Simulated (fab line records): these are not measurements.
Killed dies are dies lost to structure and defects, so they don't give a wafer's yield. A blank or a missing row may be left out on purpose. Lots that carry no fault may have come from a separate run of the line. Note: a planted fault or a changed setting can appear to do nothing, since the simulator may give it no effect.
fab line records :: flow rit_cmos
record:
  lots: 5
  wafers: 15
  last_day: 6
route steps=202 shown M1@195
lots untouched by any fault: they come from a run of this same line in which no faults occurred
start_h: the number of hours between the record's first day and the start of the first shown wafer of the lot :: wait_h: hours from the lot's prior step to this one :: " the same as in the row above :: L1.1+2: several wafers, shown together as one row :: - either no value or no given start :: * or withheld: withheld :: < > ~ a bound
route shown NAME@n: a module of which the file shows steps, and the number in the route of the first :: usual: mean/standard deviation of fault-free wafers :: same: alike in all rows :: chamber/n: place in a boat :: sites: readings site by site :: _std_site: standard deviation of those values :: _edge_site: mean of outer sites minus mean of inner sites :: radius_mm: for every site, how far away it sits from the centre of the wafer :: mask NAME#n: copy n :: behind: tool/chamber where the wafer was last shaped :: hold: what put the lot on hold/how long, in hours/how the hold closed :: device: whichever transistor did not switch (one of n, p or np) :: end of line: the same wafers' tests at the end of the route :: step lacking rows: just its recipe :: killed: the dies lost at the first sort to structure and to defects; this is not the yield of the wafer :: map: dies across one wafer; x = killed, . = not, _ = none there
set.NAME: the setting as run; set.NAME@STEP: as run at that earlier step :: model.NAME: the simulator's own value behind a step, which no gauge read
a table for each step, a row for each wafer; lots at some steps of the route
services: when a tool's chamber went out of use (start_h, in hours from the record's first day, below 0 if earlier), for how many hours, and the reason
== steps ==
step: RIT_M1_HARDBAKE_11
recipe:
  resist: NOVOLAK
  temp_c: 140
  time_s: 120
usual:
  heater_power_total_W: 52.02/0.058
same:
  time_s: 120
lot.wafer: L074.1
tool: litho_track-02
chamber: 0
start_h: 57.45
wait_h: 0.0
heater_power_total_W: 51.95

lot.wafer: L074.2
tool: litho_track-02
chamber: 0
start_h: 57.45
wait_h: 0.0
heater_power_total_W: 52.04

lot.wafer: L074.6
tool: litho_track-02
chamber: 0
start_h: 57.45
wait_h: 0.0
heater_power_total_W: 51.97

lot.wafer: L077.4
tool: litho_track-04
chamber: 0
start_h: 69.68
wait_h: 0.1
heater_power_total_W: 52.15

lot.wafer: L077.5
tool: litho_track-04
chamber: 0
start_h: 69.68
wait_h: 0.1
heater_power_total_W: 51.91

lot.wafer: L077.6
tool: litho_track-04
chamber: 0
start_h: 69.68
wait_h: 0.1
heater_power_total_W: 52.06

lot.wafer: L085.1
tool: litho_track-02
chamber: 0
start_h: 110.22
wait_h: 0.0
heater_power_total_W: 52.04

lot.wafer: L085.4
tool: litho_track-02
chamber: 0
start_h: 110.22
wait_h: 0.0
heater_power_total_W: 52.05

lot.wafer: L085.5
tool: litho_track-02
chamber: 0
start_h: 110.22
wait_h: 0.0
heater_power_total_W: 52.10

lot.wafer: L090.1
tool: litho_track-02
chamber: 0
start_h: 135.15
wait_h: 0.0
heater_power_total_W: 51.93

lot.wafer: L090.3
tool: litho_track-02
chamber: 0
start_h: 135.15
wait_h: 0.0
heater_power_total_W: 52.19

lot.wafer: L090.6
tool: litho_track-02
chamber: 0
start_h: 135.15
wait_h: 0.0
heater_power_total_W: 52.11

lot.wafer: L092.1
tool: litho_track-02
chamber: 0
start_h: 144.68
wait_h: 0.0
heater_power_total_W: 51.98

lot.wafer: L092.4
tool: litho_track-02
chamber: 0
start_h: 144.68
wait_h: 0.0
heater_power_total_W: 51.98

lot.wafer: L092.5
tool: litho_track-02
chamber: 0
start_h: 144.68
wait_h: 0.0
heater_power_total_W: 52.00
step: RIT_M1_METAL_ETCH_12
recipe:
  stop_on: SiO2
  chemistry: Cl2/BCl3
  target: Al
  time_s: 165
  over_etch_frac: 0.5
  pressure_mtorr: 100
  target_depth_a: 6000
  rf_w: 250
  Cl2_flow_sccm: 60
  bcl3_flow_sccm: 50
usual:
  chamber_pressure_mTorr: 99.99/0.1
  drypump_motor_current_A: 5.82/0.29
  oes_product_au: 0.779/0.013
  throttle_valve_pct: 8.27/0.17
same:
  time_s: 165
lot.wafer: L074.1
tool: rie_metal-02
chamber: 1
start_h: 57.70
wait_h: 0.2
chamber_pressure_mTorr: 99.87
drypump_motor_current_A: 5.31
oes_product_au: 0.778
rf_hours_counter_h: 4.1
throttle_valve_pct: 8.33

lot.wafer: L074.2
tool: rie_metal-02
chamber: 0
start_h: 57.70
wait_h: 0.2
chamber_pressure_mTorr: 99.91
drypump_motor_current_A: 6.07
oes_product_au: 0.771
rf_hours_counter_h: 4.1
throttle_valve_pct: 8.20

lot.wafer: L074.6
tool: rie_metal-02
chamber: 1
start_h: 57.70
wait_h: 0.2
chamber_pressure_mTorr: 100.10
drypump_motor_current_A: 5.31
oes_product_au: 0.788
rf_hours_counter_h: -
throttle_valve_pct: 8.34

lot.wafer: L077.4
tool: rie_metal-02
chamber: 0
start_h: 69.86
wait_h: 0.1
chamber_pressure_mTorr: 99.89
drypump_motor_current_A: 6.07
oes_product_au: 0.777
rf_hours_counter_h: -
throttle_valve_pct: 8.22

lot.wafer: L077.5
tool: rie_metal-02
chamber: 1
start_h: 69.86
wait_h: 0.1
chamber_pressure_mTorr: 100.23
drypump_motor_current_A: 5.31
oes_product_au: 0.793
rf_hours_counter_h: -
throttle_valve_pct: 8.33

lot.wafer: L077.6
tool: rie_metal-02
chamber: 0
start_h: 69.86
wait_h: 0.1
chamber_pressure_mTorr: 99.94
drypump_motor_current_A: 6.06
oes_product_au: 0.788
rf_hours_counter_h: -
throttle_valve_pct: 8.21

lot.wafer: L085.1
tool: rie_metal-03
chamber: 1
start_h: 110.47
wait_h: 0.2
chamber_pressure_mTorr: 99.91
drypump_motor_current_A: 6.10
oes_product_au: 0.778
rf_hours_counter_h: 1.1
throttle_valve_pct: 8.18

lot.wafer: L085.4
tool: rie_metal-03
chamber: 0
start_h: 110.47
wait_h: 0.2
chamber_pressure_mTorr: 99.94
drypump_motor_current_A: 5.53
oes_product_au: 0.793
rf_hours_counter_h: -
throttle_valve_pct: 8.42

lot.wafer: L085.5
tool: rie_metal-03
chamber: 1
start_h: 110.47
wait_h: 0.2
chamber_pressure_mTorr: 100.01
drypump_motor_current_A: 6.14
oes_product_au: 0.765
rf_hours_counter_h: -
throttle_valve_pct: 8.18

lot.wafer: L090.1
tool: rie_metal-04
chamber: 0
start_h: 135.40
wait_h: 0.2
chamber_pressure_mTorr: 100.05
drypump_motor_current_A: 5.98
oes_product_au: 0.759
rf_hours_counter_h: 3.2
throttle_valve_pct: 7.96

lot.wafer: L090.3
tool: rie_metal-04
chamber: 0
start_h: 135.40
wait_h: 0.2
chamber_pressure_mTorr: 100.15
drypump_motor_current_A: 5.97
oes_product_au: 0.750
rf_hours_counter_h: -
throttle_valve_pct: 7.99

lot.wafer: L090.6
tool: rie_metal-04
chamber: 1
start_h: 135.40
wait_h: 0.2
chamber_pressure_mTorr: 99.89
drypump_motor_current_A: 5.88
oes_product_au: 0.786
rf_hours_counter_h: -
throttle_valve_pct: 8.52

lot.wafer: L092.1
tool: rie_metal-02
chamber: 0
start_h: 144.93
wait_h: 0.2
chamber_pressure_mTorr: 99.98
drypump_motor_current_A: 6.09
oes_product_au: 0.775
rf_hours_counter_h: 5.2
throttle_valve_pct: 8.20

lot.wafer: L092.4
tool: rie_metal-02
chamber: 0
start_h: 144.93
wait_h: 0.2
chamber_pressure_mTorr: 100.06
drypump_motor_current_A: 6.07
oes_product_au: 0.784
rf_hours_counter_h: -
throttle_valve_pct: 8.21

lot.wafer: L092.5
tool: rie_metal-02
chamber: 1
start_h: 144.93
wait_h: 0.2
chamber_pressure_mTorr: 100.16
drypump_motor_current_A: 5.34
oes_product_au: 0.785
rf_hours_counter_h: -
throttle_valve_pct: 8.33
step: RIT_M1_STRIP_13
recipe:
  chemistry: nmp
  resist: NOVOLAK
  temp_c: 80
  time_s: 600
  dry: n2_spin
usual:
  bath_heat_duty_pct: 18.1/1.5
same:
  time_s: 600
lot.wafer: L074.1
tool: wet_bench-02
chamber: 1
start_h: 57.87
wait_h: 0.1
bath_heat_duty_pct: 14.8

lot.wafer: L074.2
tool: wet_bench-02
chamber: 1
start_h: 57.87
wait_h: 0.1
bath_heat_duty_pct: 18.5

lot.wafer: L074.6
tool: wet_bench-02
chamber: 1
start_h: 57.87
wait_h: 0.1
bath_heat_duty_pct: 17.3

lot.wafer: L077.4
tool: wet_bench-01
chamber: 2
start_h: 69.97
wait_h: 0.1
bath_heat_duty_pct: 19.4

lot.wafer: L077.5
tool: wet_bench-01
chamber: 2
start_h: 69.97
wait_h: 0.1
bath_heat_duty_pct: 17.1

lot.wafer: L077.6
tool: wet_bench-01
chamber: 2
start_h: 69.97
wait_h: 0.1
bath_heat_duty_pct: 19.9

lot.wafer: L085.1
tool: wet_bench-04
chamber: 3
start_h: 110.63
wait_h: 0.1
bath_heat_duty_pct: 19.3

lot.wafer: L085.4
tool: wet_bench-04
chamber: 3
start_h: 110.63
wait_h: 0.1
bath_heat_duty_pct: 18.2

lot.wafer: L085.5
tool: wet_bench-04
chamber: 3
start_h: 110.63
wait_h: 0.1
bath_heat_duty_pct: 19.9

lot.wafer: L090.1
tool: wet_bench-02
chamber: 1
start_h: 135.56
wait_h: 0.1
bath_heat_duty_pct: 16.8

lot.wafer: L090.3
tool: wet_bench-02
chamber: 1
start_h: 135.56
wait_h: 0.1
bath_heat_duty_pct: 15.8

lot.wafer: L090.6
tool: wet_bench-02
chamber: 1
start_h: 135.56
wait_h: 0.1
bath_heat_duty_pct: 17.2

lot.wafer: L092.1
tool: wet_bench-02
chamber: 3
start_h: 145.09
wait_h: 0.1
bath_heat_duty_pct: 19.3

lot.wafer: L092.4
tool: wet_bench-02
chamber: 3
start_h: 145.09
wait_h: 0.1
bath_heat_duty_pct: 19.0

lot.wafer: L092.5
tool: wet_bench-02
chamber: 3
start_h: 145.09
wait_h: 0.1
bath_heat_duty_pct: 18.5
step: RIT_M1_STRIP_14
recipe:
  chemistry: O2
  time_s: 173.7
  platen_temp_c: withheld
  power_w: 500
  pressure_mtorr: 4000
  o2_flow_sccm: 4000
usual:
  chamber_pressure_mTorr: 4000/3.8
  drypump_motor_current_A: 5.75/0.26
same:
  time_s: 173.7
lot.wafer: L074.1
tool: plasma_asher-04
chamber: 1
start_h: 58.04
wait_h: 0.0
chamber_pressure_mTorr: 4007
drypump_motor_current_A: 6.13
rf_hours_counter_h: 23

lot.wafer: L074.2
tool: plasma_asher-04
chamber: 0
start_h: 58.04
wait_h: 0.0
chamber_pressure_mTorr: 3999
drypump_motor_current_A: 5.50
rf_hours_counter_h: 23

lot.wafer: L074.6
tool: plasma_asher-04
chamber: 0
start_h: 58.04
wait_h: 0.0
chamber_pressure_mTorr: 3999
drypump_motor_current_A: 5.50
rf_hours_counter_h: -

lot.wafer: L077.4
tool: plasma_asher-01
chamber: 1
start_h: 70.21
wait_h: 0.1
chamber_pressure_mTorr: 3999
drypump_motor_current_A: 5.64
rf_hours_counter_h: -

lot.wafer: L077.5
tool: plasma_asher-01
chamber: 1
start_h: 70.21
wait_h: 0.1
chamber_pressure_mTorr: 4005
drypump_motor_current_A: 5.67
rf_hours_counter_h: -

lot.wafer: L077.6
tool: plasma_asher-01
chamber: 0
start_h: 70.21
wait_h: 0.1
chamber_pressure_mTorr: 3999
drypump_motor_current_A: 5.74
rf_hours_counter_h: -

lot.wafer: L085.1
tool: plasma_asher-04
chamber: 0
start_h: 110.81
wait_h: 0.0
chamber_pressure_mTorr: 3997
drypump_motor_current_A: 5.50
rf_hours_counter_h: 29

lot.wafer: L085.4
tool: plasma_asher-04
chamber: 1
start_h: 110.81
wait_h: 0.0
chamber_pressure_mTorr: 4001
drypump_motor_current_A: 6.16
rf_hours_counter_h: -

lot.wafer: L085.5
tool: plasma_asher-04
chamber: 0
start_h: 110.81
wait_h: 0.0
chamber_pressure_mTorr: 3997
drypump_motor_current_A: 5.50
rf_hours_counter_h: -

lot.wafer: L090.1
tool: plasma_asher-04
chamber: 1
start_h: 135.74
wait_h: 0.0
chamber_pressure_mTorr: 3996
drypump_motor_current_A: 6.16
rf_hours_counter_h: 32

lot.wafer: L090.3
tool: plasma_asher-04
chamber: 1
start_h: 135.74
wait_h: 0.0
chamber_pressure_mTorr: 3999
drypump_motor_current_A: 6.15
rf_hours_counter_h: -

lot.wafer: L090.6
tool: plasma_asher-04
chamber: 0
start_h: 135.74
wait_h: 0.0
chamber_pressure_mTorr: 4001
drypump_motor_current_A: 5.50
rf_hours_counter_h: -

lot.wafer: L092.1
tool: plasma_asher-04
chamber: 0
start_h: 145.27
wait_h: 0.0
chamber_pressure_mTorr: 3995
drypump_motor_current_A: 5.47
rf_hours_counter_h: 33

lot.wafer: L092.4
tool: plasma_asher-04
chamber: 1
start_h: 145.27
wait_h: 0.0
chamber_pressure_mTorr: 4005
drypump_motor_current_A: 6.16
rf_hours_counter_h: -

lot.wafer: L092.5
tool: plasma_asher-04
chamber: 0
start_h: 145.27
wait_h: 0.0
chamber_pressure_mTorr: 4007
drypump_motor_current_A: 5.47
rf_hours_counter_h: -
step: RIT_M1_CD_MEAS_90
recipe:
  target_cd_nm: 2600
usual:
  cd_nm: 2599.2/2.4
lot.wafer: L074.1
tool: cd_sem-01
chamber: -
start_h: 58.22
wait_h: 0.1
cd_nm: 2599.7

lot.wafer: L074.2
tool: cd_sem-01
chamber: -
start_h: 58.22
wait_h: 0.1
cd_nm: 2597.7

lot.wafer: L074.6
tool: cd_sem-01
chamber: -
start_h: 58.22
wait_h: 0.1
cd_nm: 2595.5

lot.wafer: L077.4
tool: cd_sem-02
chamber: -
start_h: 70.41
wait_h: 0.1
cd_nm: 2597.5

lot.wafer: L077.5
tool: cd_sem-02
chamber: -
start_h: 70.41
wait_h: 0.1
cd_nm: 2597.2

lot.wafer: L077.6
tool: cd_sem-02
chamber: -
start_h: 70.41
wait_h: 0.1
cd_nm: 2599.4

lot.wafer: L085.1
tool: cd_sem-01
chamber: -
start_h: 110.98
wait_h: 0.1
cd_nm: 2601.2

lot.wafer: L085.4
tool: cd_sem-01
chamber: -
start_h: 110.98
wait_h: 0.1
cd_nm: 2600.1

lot.wafer: L085.5
tool: cd_sem-01
chamber: -
start_h: 110.98
wait_h: 0.1
cd_nm: 2599.2

lot.wafer: L090.1
tool: cd_sem-01
chamber: -
start_h: 135.91
wait_h: 0.1
cd_nm: 2597.9

lot.wafer: L090.3
tool: cd_sem-01
chamber: -
start_h: 135.91
wait_h: 0.1
cd_nm: 2596.8

lot.wafer: L090.6
tool: cd_sem-01
chamber: -
start_h: 135.91
wait_h: 0.1
cd_nm: 2599.1

lot.wafer: L092.1
tool: cd_sem-01
chamber: -
start_h: 145.44
wait_h: 0.1
cd_nm: 2596.2

lot.wafer: L092.4
tool: cd_sem-01
chamber: -
start_h: 145.44
wait_h: 0.1
cd_nm: 2598.8

lot.wafer: L092.5
tool: cd_sem-01
chamber: -
start_h: 145.44
wait_h: 0.1
cd_nm: 2598.2
step: RIT_M1_ANNEAL_15
recipe:
  temp_c: 450
  time_s: 1800
  ambient: forming_gas_H2N2
same:
  time_s: 1800
lot.wafer: L074.1+2+6
tool: -
chamber: -
start_h: 58.34
wait_h: 0.1

lot.wafer: L077.4+5+6
tool: -
chamber: -
start_h: 70.47
wait_h: 0.0

lot.wafer: L085.1+4+5
tool: -
chamber: -
start_h: 111.18
wait_h: 0.2

lot.wafer: L090.1+3+6
tool: -
chamber: -
start_h: 136.74
wait_h: 0.8

lot.wafer: L092.1+4+5
tool: -
chamber: -
start_h: 145.56
wait_h: 0.1
step: RIT_M1_BOW_MEAS_16
recipe:
  mode: bow
usual:
  M1_BOW: 16/6.6
lot.wafer: L074.1
tool: film_metro-01
chamber: -
start_h: 59.84
wait_h: 0.0
M1_BOW[um]: 17

lot.wafer: L074.2
tool: film_metro-01
chamber: -
start_h: 59.84
wait_h: 0.0
M1_BOW[um]: 12

lot.wafer: L074.6
tool: film_metro-01
chamber: -
start_h: 59.84
wait_h: 0.0
M1_BOW[um]: -2

lot.wafer: L077.4
tool: film_metro-03
chamber: -
start_h: 72.03
wait_h: 0.1
M1_BOW[um]: 11

lot.wafer: L077.5
tool: film_metro-03
chamber: -
start_h: 72.03
wait_h: 0.1
M1_BOW[um]: 14

lot.wafer: L077.6
tool: film_metro-03
chamber: -
start_h: 72.03
wait_h: 0.1
M1_BOW[um]: 18

lot.wafer: L085.1
tool: film_metro-02
chamber: -
start_h: 112.68
wait_h: 0.0
M1_BOW[um]: 13

lot.wafer: L085.4
tool: film_metro-02
chamber: -
start_h: 112.68
wait_h: 0.0
M1_BOW[um]: 14

lot.wafer: L085.5
tool: film_metro-02
chamber: -
start_h: 112.68
wait_h: 0.0
M1_BOW[um]: 27

lot.wafer: L090.1
tool: film_metro-02
chamber: -
start_h: 138.24
wait_h: 0.0
M1_BOW[um]: 23

lot.wafer: L090.3
tool: film_metro-02
chamber: -
start_h: 138.24
wait_h: 0.0
M1_BOW[um]: 26

lot.wafer: L090.6
tool: film_metro-02
chamber: -
start_h: 138.24
wait_h: 0.0
M1_BOW[um]: 8

lot.wafer: L092.1
tool: film_metro-02
chamber: -
start_h: 147.06
wait_h: 0.0
M1_BOW[um]: 24

lot.wafer: L092.4
tool: film_metro-02
chamber: -
start_h: 147.06
wait_h: 0.0
M1_BOW[um]: 23

lot.wafer: L092.5
tool: film_metro-02
chamber: -
start_h: 147.06
wait_h: 0.0
M1_BOW[um]: 22
step: RIT_M1_PROBE_99
usual:
  defect_limited_yield: 97.5/1.1
  killed_at_contacts: 0.0/0.22
  killed_at_front_end: 6.5/3
  killed_dies: 6.6/3
  killed_open: 3.4/2.2
  killed_short: 3.3/1.7
  sort_bin_3_pad_short: 0.1/0.22
  sort_bin_5_function: 1.4/0.73
  sort_bin_6_memory: 1.0/0.64
  sort_n_pass: 257.4/3
  sort_yield_pct: 97.5/1.1
same:
  gross_dies: 264
  killed_at_M0_to_M3: 0
  killed_at_M4_up: 0
  killed_at_back_side: 0
  killed_at_other: 0
lot.wafer: L074.1
tool: prober-01
chamber: -
start_h: 59.96
wait_h: 0.1
defect_limited_yield[%]: 98.9
killed_at_contacts: 0
killed_at_front_end: 3
killed_dies: 3
killed_open: 1
killed_short: 2
sort_bin_3_pad_short[%]: 0
sort_bin_5_function[%]: 1.1
sort_bin_6_memory[%]: 0
sort_n_pass: 261.0
sort_yield_pct[%]: 98.9

lot.wafer: L074.2
tool: prober-01
chamber: -
start_h: 60.01
wait_h: 0.1
defect_limited_yield[%]: 98.9
killed_at_contacts: 0
killed_at_front_end: 3
killed_dies: 3
killed_open: 1
killed_short: 2
sort_bin_3_pad_short[%]: 0
sort_bin_5_function[%]: 0.4
sort_bin_6_memory[%]: 0.8
sort_n_pass: 261.0
sort_yield_pct[%]: 98.9

lot.wafer: L074.6
tool: prober-01
chamber: -
start_h: 60.21
wait_h: 0.2
defect_limited_yield[%]: 97.3
killed_at_contacts: 0
killed_at_front_end: 7
killed_dies: 7
killed_open: 2
killed_short: 5
sort_bin_3_pad_short[%]: 0
sort_bin_5_function[%]: 1.1
sort_bin_6_memory[%]: 1.5
sort_n_pass: 257.0
sort_yield_pct[%]: 97.3

lot.wafer: L085.1
tool: prober-02
chamber: -
start_h: 112.80
wait_h: 0.1
defect_limited_yield[%]: 97.3
killed_at_contacts: 0
killed_at_front_end: 7
killed_dies: 7
killed_open: 1
killed_short: 6
sort_bin_3_pad_short[%]: 0
sort_bin_5_function[%]: 1.5
sort_bin_6_memory[%]: 1.1
sort_n_pass: 257.0
sort_yield_pct[%]: 97.3

lot.wafer: L085.4
tool: prober-02
chamber: -
start_h: 112.95
wait_h: 0.2
defect_limited_yield[%]: 97.7
killed_at_contacts: 0
killed_at_front_end: 6
killed_dies: 6
killed_open: 3
killed_short: 3
sort_bin_3_pad_short[%]: 0
sort_bin_5_function[%]: 0.8
sort_bin_6_memory[%]: 1.5
sort_n_pass: 258.0
sort_yield_pct[%]: 97.7

lot.wafer: L085.5
tool: prober-02
chamber: -
start_h: 113.00
wait_h: 0.2
defect_limited_yield[%]: 97.3
killed_at_contacts: 0
killed_at_front_end: 7
killed_dies: 7
killed_open: 2
killed_short: 5
sort_bin_3_pad_short[%]: 0
sort_bin_5_function[%]: 1.9
sort_bin_6_memory[%]: 0.8
sort_n_pass: 257.0
sort_yield_pct[%]: 97.3

lot.wafer: L090.1
tool: prober-01
chamber: -
start_h: 138.36
wait_h: 0.1
defect_limited_yield[%]: 96.6
killed_at_contacts: 0
killed_at_front_end: 9
killed_dies: 9
killed_open: 7
killed_short: 2
sort_bin_3_pad_short[%]: 0
sort_bin_5_function[%]: 1.9
sort_bin_6_memory[%]: 1.5
sort_n_pass: 255.0
sort_yield_pct[%]: 96.6

lot.wafer: L090.3
tool: prober-01
chamber: -
start_h: 138.46
wait_h: 0.2
defect_limited_yield[%]: 97.7
killed_at_contacts: 0
killed_at_front_end: 6
killed_dies: 6
killed_open: 2
killed_short: 4
sort_bin_3_pad_short[%]: 0.8
sort_bin_5_function[%]: 0.8
sort_bin_6_memory[%]: 0.8
sort_n_pass: 258.0
sort_yield_pct[%]: 97.7

lot.wafer: L090.6
tool: prober-01
chamber: -
start_h: 138.61
wait_h: 0.2
defect_limited_yield[%]: 99.6
killed_at_contacts: 0
killed_at_front_end: 1
killed_dies: 1
killed_open: 0
killed_short: 1
sort_bin_3_pad_short[%]: 0
sort_bin_5_function[%]: 0.4
sort_bin_6_memory[%]: 0
sort_n_pass: 263.0
sort_yield_pct[%]: 99.6
killed by level:class
L074.1 FOX1:geometric_particle:short=1 SILICIDE:geometric_particle:short=1 SILICIDE:geometric_particle:open=1
L074.2 SILICIDE:geometric_particle:short=1 REOX:geometric_particle:open=1 REOX:geometric_particle:short=1
L074.6 GATE:geometric_particle:short=2 REOX:geometric_particle:open=1 REOX:geometric_particle:short=1 SPACER:geometric_particle:short=1 SILICIDE:geometric_particle:open=1 SILICIDE:geometric_particle:short=1
L085.1 GATE:geometric_particle:short=3 FOX2:geometric_particle:short=1 REOX:geometric_particle:short=1 SPACER:geometric_particle:short=1 SPACER:geometric_particle:open=1
L085.4 SPACER:geometric_particle:open=2 FOX1:geometric_particle:open=1 FOX1:geometric_particle:short=1 GATE:geometric_particle:short=1 SPACER:geometric_particle:short=1
L085.5 GATE:geometric_particle:short=2 SPACER:geometric_particle:short=2 FOX1:geometric_particle:short=1 GATE:geometric_particle:open=1 SPACER:geometric_particle:open=1
L090.1 GATE:geometric_particle:open=3 REOX:geometric_particle:short=2 SILICIDE:geometric_particle:open=2 FOX1:geometric_particle:open=1 REOX:geometric_particle:open=1
L090.3 GATE:geometric_particle:open=2 REOX:geometric_particle:short=2 FOX1:geometric_particle:short=1 SPACER:geometric_particle:short=1
L090.6 SILICIDE:geometric_particle:short=1
== services ==
tool: wet_bench-04
chamber: -
start_h: 48.87
hours: 31.6
kind: repair

tool: rie_metal-03
chamber: -
start_h: 76.06
hours: 1.4
kind: pm

tool: furnace-02
chamber: -
start_h: 80.42
hours: 4.3
kind: repair

tool: furnace-02
chamber: -
start_h: 84.71
hours: 2.9
kind: pm

tool: plasma_asher-01
chamber: -
start_h: 108.75
hours: 9.0
kind: pm

tool: plasma_asher-01
chamber: 0
start_h: 108.75
hours: 9.0
kind: vent_cycle

tool: plasma_asher-01
chamber: 1
start_h: 108.75
hours: 9.0
kind: vent_cycle

tool: plasma_asher-01
chamber: 0
start_h: 117.75
hours: -
kind: clean

tool: plasma_asher-01
chamber: 1
start_h: 117.75
hours: -
kind: clean

tool: rie_metal-02
chamber: -
start_h: 126.32
hours: 2.8
kind: pm

tool: rie_metal-02
chamber: -
start_h: 134.34
hours: 8.8
kind: repair
== key ==
fault none
